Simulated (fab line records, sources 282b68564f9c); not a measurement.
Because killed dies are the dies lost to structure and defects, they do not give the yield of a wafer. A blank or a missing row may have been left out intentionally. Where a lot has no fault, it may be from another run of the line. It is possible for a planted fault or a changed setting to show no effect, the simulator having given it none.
What tool caused it? + flow rit_cmos + 15 lots, 45 wafers sampled, at 7 steps of a route of 202

## WHAT THE GAUGES READ, wafer by wafer
RIT_GATE_CD_MEAS_90: the cd target is 150 nm. Usual: cd_nm at 151.1 nm, with a standard deviation of 2.5.
| lot  | measured    | on        | cd_nm (nm)        | flag |
|------|-------------|-----------|-------------------|------|
| L809 | day 2 16:57 | cd_sem-02 | 149.2 149.0 149.1 |      |
| L810 | day 3 01:11 | cd_sem-01 | 144.0 146.9 143.1 |      |
| L811 | day 3 04:23 | cd_sem-02 | 148.9 150.9 149.8 |      |
| L813 | day 3 15:42 | cd_sem-02 | 151.5 151.9 151.5 |      |
| L814 | day 3 22:07 | cd_sem-02 | 150.8 154.2 152.0 |      |
| L815 | day 4 02:37 | cd_sem-02 | 146.9 146.9 148.5 |      |
| L816 | day 4 06:05 | cd_sem-02 | 152.6 154.5 153.8 |      |
| L817 | day 4 14:40 | cd_sem-01 | 153.5 155.7 154.1 |      |
| L819 | day 4 21:35 | cd_sem-02 | 150.7 149.7 148.6 |      |
| L818 | day 5 00:12 | cd_sem-01 | 152.6 153.4 152.5 |      |
| L820 | day 5 02:32 | cd_sem-02 | 153.8 152.5 153.8 |      |
| L822 | day 5 12:14 | cd_sem-02 | 149.7 150.8 153.0 |      |
| L829 | day 6 20:52 | cd_sem-02 | 151.9 153.8 154.5 |      |
| L831 | day 7 13:43 | cd_sem-01 | 150.8 152.8 153.8 |      |
| L832 | day 7 16:17 | cd_sem-02 | 151.6 150.8 153.1 |      |

RIT_SDANNEAL_RS_MEAS_04: uses a four-point probe to measure. Usual: PSD_RS gives 115.89 ohm/sq (standard deviation 0.28).
| lot  | measured    | on            | PSD_RS (ohm/sq)      | flag |
|------|-------------|---------------|----------------------|------|
| L809 | day 3 06:23 | film_metro-01 | 116.07 116.00 115.48 |      |
| L810 | day 3 13:52 | film_metro-01 | 115.70 116.38 115.78 |      |
| L811 | day 3 18:35 | film_metro-01 | 116.20 115.93 115.63 |      |
| L813 | day 4 09:29 | film_metro-01 | 115.54 115.46 115.47 |      |
| L814 | day 4 15:17 | film_metro-02 | 115.99 116.24 115.64 |      |
| L815 | day 4 15:25 | film_metro-01 | 116.11 115.99 116.16 |      |
| L816 | day 4 18:42 | film_metro-03 | 115.83 115.92 115.62 |      |
| L817 | day 5 04:40 | film_metro-02 | 115.82 116.02 115.99 |      |
| L819 | day 5 10:53 | film_metro-01 | 130.17 130.45 130.31 | OFF  |
| L818 | day 5 13:22 | film_metro-03 | 116.02 116.00 115.83 |      |
| L820 | day 5 15:11 | film_metro-03 | 130.13 129.87 130.08 | OFF  |
| L822 | day 6 00:31 | film_metro-03 | 129.97 130.17 130.30 | OFF  |
| L829 | day 7 13:19 | film_metro-03 | 115.97 116.11 116.07 |      |
| L831 | day 8 02:42 | film_metro-02 | 115.77 115.54 115.61 |      |
| L832 | day 8 06:16 | film_metro-03 | 115.60 115.43 115.71 |      |

RIT_SDANNEAL_RS_MEAS_05: uses a four-point probe to measure. Usual: NSD_RS gives 84.5 ohm/sq (standard deviation 0.32).
| lot  | measured    | on            | NSD_RS (ohm/sq) | flag |
|------|-------------|---------------|-----------------|------|
| L809 | day 3 06:31 | film_metro-01 | 83.9 83.8 84.2  |      |
| L810 | day 3 13:59 | film_metro-01 | 84.3 84.2 84.1  |      |
| L811 | day 3 18:42 | film_metro-01 | 84.5 84.2 84.1  |      |
| L813 | day 4 09:36 | film_metro-01 | 84.5 84.5 84.4  |      |
| L814 | day 4 15:24 | film_metro-02 | 83.9 83.9 84.6  |      |
| L815 | day 4 15:32 | film_metro-01 | 84.5 84.7 84.6  |      |
| L816 | day 4 18:49 | film_metro-03 | 85.0 84.9 84.7  |      |
| L817 | day 5 04:47 | film_metro-02 | 84.5 84.4 84.4  |      |
| L819 | day 5 11:01 | film_metro-01 | 85.2 85.0 85.2  |      |
| L818 | day 5 13:29 | film_metro-03 | 84.7 84.7 84.4  |      |
| L820 | day 5 15:18 | film_metro-03 | 85.7 85.6 85.7  | OFF  |
| L822 | day 6 00:38 | film_metro-03 | 85.3 85.4 85.5  |      |
| L829 | day 7 13:26 | film_metro-03 | 85.0 84.9 84.8  |      |
| L831 | day 8 02:49 | film_metro-02 | 84.8 84.5 84.9  |      |
| L832 | day 8 06:23 | film_metro-03 | 84.1 84.7 84.6  |      |

RIT_SDANNEAL_RS_MEAS_06: uses a four-point probe to measure. Usual: PLDD_RS gives 178.6 ohm/sq (standard deviation 0.46).
| lot  | measured    | on            | PLDD_RS (ohm/sq)  | flag |
|------|-------------|---------------|-------------------|------|
| L809 | day 3 06:38 | film_metro-01 | 178.4 179.2 179.0 |      |
| L810 | day 3 14:07 | film_metro-01 | 178.4 178.5 178.4 |      |
| L811 | day 3 18:49 | film_metro-01 | 179.2 179.2 178.7 |      |
| L813 | day 4 09:43 | film_metro-01 | 178.3 178.6 177.8 |      |
| L814 | day 4 15:31 | film_metro-02 | 179.3 178.8 178.8 |      |
| L815 | day 4 15:39 | film_metro-01 | 178.8 178.0 178.7 |      |
| L816 | day 4 18:56 | film_metro-03 | 178.2 178.3 178.4 |      |
| L817 | day 5 04:55 | film_metro-02 | 178.6 179.1 178.9 |      |
| L819 | day 5 11:08 | film_metro-01 | 194.0 194.7 194.3 | OFF  |
| L818 | day 5 13:37 | film_metro-03 | 178.8 180.0 178.9 |      |
| L820 | day 5 15:25 | film_metro-03 | 194.2 194.2 193.9 | OFF  |
| L822 | day 6 00:46 | film_metro-03 | 194.1 194.1 194.1 | OFF  |
| L829 | day 7 13:34 | film_metro-03 | 178.8 179.3 179.1 |      |
| L831 | day 8 02:56 | film_metro-02 | 178.4 178.3 178.0 |      |
| L832 | day 8 06:30 | film_metro-03 | 178.2 178.1 177.6 |      |

RIT_CONTACT_CD_MEAS_08: the cd target is 1000 nm. Usual: cd_nm at 999.5 nm, with a standard deviation of 2.2.
| lot  | measured    | on        | cd_nm (nm)           | flag |
|------|-------------|-----------|----------------------|------|
| L809 | day 3 08:28 | cd_sem-01 | 999.9 999.3 1000.1   |      |
| L810 | day 3 16:07 | cd_sem-01 | 995.1 996.9 998.7    |      |
| L811 | day 3 20:56 | cd_sem-01 | 999.0 994.9 998.8    |      |
| L813 | day 4 12:00 | cd_sem-01 | 996.4 999.9 997.3    |      |
| L814 | day 4 17:21 | cd_sem-01 | 1000.1 998.6 999.0   |      |
| L815 | day 4 17:43 | cd_sem-01 | 999.9 996.4 997.3    |      |
| L816 | day 4 20:54 | cd_sem-02 | 997.8 998.2 999.1    |      |
| L817 | day 5 06:59 | cd_sem-01 | 1001.4 1001.3 1000.6 |      |
| L819 | day 5 13:13 | cd_sem-01 | 998.7 997.3 999.0    |      |
| L818 | day 5 15:38 | cd_sem-02 | 1001.3 1003.0 1001.8 |      |
| L820 | day 5 17:26 | cd_sem-02 | 1003.5 1002.8 1002.1 |      |
| L822 | day 6 02:36 | cd_sem-02 | 997.9 998.4 1000.2   |      |
| L829 | day 7 15:31 | cd_sem-01 | 1000.0 1003.2 1000.7 |      |
| L831 | day 8 05:01 | cd_sem-02 | 999.3 999.7 999.1    |      |
| L832 | day 8 08:28 | cd_sem-02 | 999.8 999.6 999.8    |      |

## WHAT TOOL EACH LOT RAN ON (gives the tool, then ch and the chambers of the sampled wafers, and finally the start)
| lot  | RIT_GATE_STRIP_20                   | RIT_SDANNEAL_RTA_03             |
|------|-------------------------------------|---------------------------------|
| L809 | plasma_asher-01 ch 0,1, day 2 16:47 | rtp_anneal-02 ch 0, day 3 06:19 |
| L810 | plasma_asher-01 ch 1, day 3 01:00   | rtp_anneal-01 ch 0, day 3 13:48 |
| L811 | plasma_asher-03 ch 0,1, day 3 04:12 | rtp_anneal-02 ch 0, day 3 18:31 |
| L813 | plasma_asher-02 ch 0,1, day 3 15:32 | rtp_anneal-02 ch 0, day 4 09:26 |
| L814 | plasma_asher-03 ch 0,1, day 3 21:57 | rtp_anneal-01 ch 0, day 4 15:13 |
| L815 | plasma_asher-03 ch 0, day 4 02:25   | rtp_anneal-02 ch 0, day 4 15:20 |
| L816 | plasma_asher-03 ch 0,1, day 4 05:53 | rtp_anneal-01 ch 0, day 4 18:38 |
| L817 | plasma_asher-03 ch 0,1, day 4 14:31 | rtp_anneal-02 ch 0, day 5 04:35 |
| L819 | plasma_asher-01 ch 0,1, day 4 21:25 | rtp_anneal-01 ch 0, day 5 10:50 |
| L818 | plasma_asher-01 ch 0,1, day 5 00:03 | rtp_anneal-02 ch 0, day 5 13:17 |
| L820 | plasma_asher-03 ch 0,1, day 5 02:20 | rtp_anneal-01 ch 0, day 5 15:07 |
| L822 | plasma_asher-01 ch 0,1, day 5 12:02 | rtp_anneal-01 ch 0, day 6 00:27 |
| L829 | plasma_asher-03 ch 0,1, day 6 20:42 | rtp_anneal-02 ch 0, day 7 13:16 |
| L831 | plasma_asher-03 ch 0,1, day 7 13:32 | rtp_anneal-02 ch 0, day 8 02:38 |
| L832 | plasma_asher-01 ch 0,1, day 7 16:07 | rtp_anneal-01 ch 0, day 8 06:12 |
- RIT_GATE_STRIP_20: strips in O2, time 180 s.
- RIT_SDANNEAL_RTA_03: time 5 s.

## WHAT THE TOOLS THEMSELVES READ (means of the sampled wafers that have a number; where no wafer has one, the mark that the record gives instead)
RIT_GATE_STRIP_20. Usual: drypump_motor_current_A at 5.8 A, with a standard deviation of 0.31.
| lot  | tool            | drypump_motor_current_A (A) | flag |
|------|-----------------|-----------------------------|------|
| L809 | plasma_asher-01 | 5.7                         |      |
| L810 | plasma_asher-01 | 5.6                         |      |
| L811 | plasma_asher-03 | 5.8                         |      |
| L813 | plasma_asher-02 | 6.0                         |      |
| L814 | plasma_asher-03 | 5.5                         |      |
| L815 | plasma_asher-03 | 6.0                         |      |
| L816 | plasma_asher-03 | 5.5                         |      |
| L817 | plasma_asher-03 | 5.5                         |      |
| L819 | plasma_asher-01 | 5.7                         |      |
| L818 | plasma_asher-01 | 5.8                         |      |
| L820 | plasma_asher-03 | 5.8                         |      |
| L822 | plasma_asher-01 | 5.9                         |      |
| L829 | plasma_asher-03 | 5.5                         |      |
| L831 | plasma_asher-03 | 5.5                         |      |
| L832 | plasma_asher-01 | 5.9                         |      |

RIT_SDANNEAL_RTA_03. Usual: wafer_temp_C_max at 1053.5, with a standard deviation of 1.3.
| lot  | tool          | wafer_temp_C_max | flag |
|------|---------------|------------------|------|
| L809 | rtp_anneal-02 | 1053.4           |      |
| L810 | rtp_anneal-01 | 1053.6           |      |
| L811 | rtp_anneal-02 | 1053.3           |      |
| L813 | rtp_anneal-02 | 1053.0           |      |
| L814 | rtp_anneal-01 | 1053.4           |      |
| L815 | rtp_anneal-02 | 1054.0           |      |
| L816 | rtp_anneal-01 | 1053.5           |      |
| L817 | rtp_anneal-02 | 1053.5           |      |
| L819 | rtp_anneal-01 | 1032.8           | OFF  |
| L818 | rtp_anneal-02 | 1053.6           |      |
| L820 | rtp_anneal-01 | 1034.4           | OFF  |
| L822 | rtp_anneal-01 | 1033.6           | OFF  |
| L829 | rtp_anneal-02 | 1055.3           |      |
| L831 | rtp_anneal-02 | 1053.5           |      |
| L832 | rtp_anneal-01 | 1053.2           |      |

## THE ANSWER, worked out from the rows above alone
Rule: take the mean of a lot's wafers that have a number; if it is more than 3 standard deviations from the usual mean, the lot is off. Also off: a lot with no number at a reading for which 4 or more lots have one. The other lots that the step has rows for count as sound. Order of review: gauges by route order, followed by the tools' own readings, for which a lot's mean as printed above is used. The first step at which some lot is off is used, and at that step the reading that is off furthest; a lot without a number counts as furthest.
Off: L819, L820, L822, at RIT_SDANNEAL_RS_MEAS_04 (PSD_RS).
A tool fits if, at a process step before that reading, it ran every lot that is off, and no sound lot after the first of them. The gauges at RIT_SDANNEAL_RS_MEAS_04 aren't tried: what is off there is off at RIT_SDANNEAL_RTA_03 too, on other tools, and a gauge's error can't cause that. None of those tried fits.

## WHAT HAD BEEN PUT IN BY THE SIMULATOR
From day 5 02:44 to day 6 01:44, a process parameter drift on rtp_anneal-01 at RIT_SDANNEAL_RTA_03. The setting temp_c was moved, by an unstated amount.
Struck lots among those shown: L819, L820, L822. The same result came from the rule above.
